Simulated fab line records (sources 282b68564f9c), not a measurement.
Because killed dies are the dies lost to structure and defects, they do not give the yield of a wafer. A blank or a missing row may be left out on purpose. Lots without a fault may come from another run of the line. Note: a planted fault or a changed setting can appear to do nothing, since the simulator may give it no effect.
Comparing a struck lot with a sound one    flow rit_cmos    26 out of 202 route steps
Sound: wafers L747.1, L747.3, L747.5. Struck: wafers L758.2, L758.3, L758.4. The cause is named last.
For every step that has rows: the tool of each side, followed by ch and its chambers, followed by its first start. Under that, the readings that differ: sound wafers    struck wafers    difference of the means    sigmas: that difference in standard deviations of wafers without a fault.
alike: a reading whose means differ by less than 2 such deviations, as well as words and numbers matching on both sides. not compared: withheld readings; readings where some wafer has no value; bounds like >300 that might hide an equal value; numbers whose values overlap and for which the record gives no deviation.
Wherever a step has rows on one side only, a row that says differs or no value, or a row with sigmas, the two part there. Numbers that have no deviation but don't overlap get no sigmas and don't part them. A reading missing from all wafers of one side parts the sides only when that side holds two or more wafers.

first, 2 steps without rows for these wafers: RIT_REOX_CLEAN_02 (cleans in SC2, time 600 s); RIT_REOX_OXIDATION_03 (target thk 25.2 nm, ox time 5580 s).
RIT_REOX_THK_MEAS_04:
  sound on film_metro-03, day 3 18:02; struck on film_metro-03, day 6 01:05
  alike: REOX_OXIDE_THK
then, 6 steps without rows for these wafers: RIT_NLDD_HMDS_00 (prime time 60 s); RIT_NLDD_COAT_01 (resist thk 1000 nm); RIT_NLDD_SOFTBAKE_02 (time 60 s); RIT_NLDD_EXPOSE_03 (exposes mask M7, target cd 40700 nm); RIT_NLDD_PEB_04; RIT_NLDD_DEVELOP_05 (develop time 50 s).
RIT_NLDD_OVL_MEAS_06:
  sound on overlay-02, day 3 19:11; struck on overlay-01, day 6 02:00
reading        sound        struck          difference  sigmas
NLDD_OVL (nm)  2.0 2.8 0.4  -1.1 -4.2 -1.5  -4.0        -3
then, 2 steps without rows for these wafers: RIT_NLDD_HARDBAKE_07 (time 60 s); RIT_NLDD_IMPLANT_08.
RIT_NLDD_STRIP_09: strips in O2, time 180 s.
  sound on plasma_asher-03 ch 0,1, day 3 19:32; struck on plasma_asher-02 ch 0,1, day 6 02:20
reading                                    sound              struck             difference  sigmas
run_length_s (s)                           207.8 207.5 207.6  72.4 72.4 72.2     -135.3      -99 or more
model.NOVOLAK_of_NLDD_COAT_01.thk_nm (nm)  0 0 0              153.2 155.3 153.7  +154.1      
  alike: drypump_motor_current_A, o2_flow_sccm
  not compared: rf_hours_counter_h
RIT_NLDD_TW_MEAS_10:
  sound on film_metro-02, day 3 19:42; struck on film_metro-04, day 6 02:31
reading  sound           struck          difference  sigmas
NLDD_TW  2478 2468 2474  2498 2498 2503  +26         +2
then, 6 steps without rows for these wafers: RIT_PLDD_HMDS_00 (prime time 60 s); RIT_PLDD_COAT_01 (resist thk 1000 nm); RIT_PLDD_SOFTBAKE_02 (time 60 s); RIT_PLDD_EXPOSE_03 (exposes mask M8, target cd 40900 nm); RIT_PLDD_PEB_04; RIT_PLDD_DEVELOP_05 (develop time 50 s).
RIT_PLDD_OVL_MEAS_06:
  sound on overlay-01, day 3 20:44; struck on overlay-01, day 6 03:27
  alike: PLDD_OVL
then, 2 steps without rows for these wafers: RIT_PLDD_HARDBAKE_07 (time 60 s); RIT_PLDD_IMPLANT_08.
RIT_PLDD_STRIP_09: strips in O2, time 180 s.
  sound on plasma_asher-04 ch 0,1, day 3 21:08; struck on plasma_asher-04 ch 0,1, day 6 03:50
  alike: drypump_motor_current_A, o2_flow_sccm, run_length_s
  not compared: rf_hours_counter_h
RIT_PLDD_TW_MEAS_10:
  sound on film_metro-04, day 3 21:18; struck on film_metro-02, day 6 04:02
reading  sound           struck    difference  sigmas
PLDD_TW  2353 2345 2356  30 30 30  -2321       -99 or more
then, 1 step without rows for these wafers: RIT_SPACER_CLEAN_00 (cleans in SC1, time 600 s).

WHERE THEY PART
First at RIT_NLDD_OVL_MEAS_06; last, within this record, at RIT_PLDD_TW_MEAS_10.

WHY: the cause the simulator had injected
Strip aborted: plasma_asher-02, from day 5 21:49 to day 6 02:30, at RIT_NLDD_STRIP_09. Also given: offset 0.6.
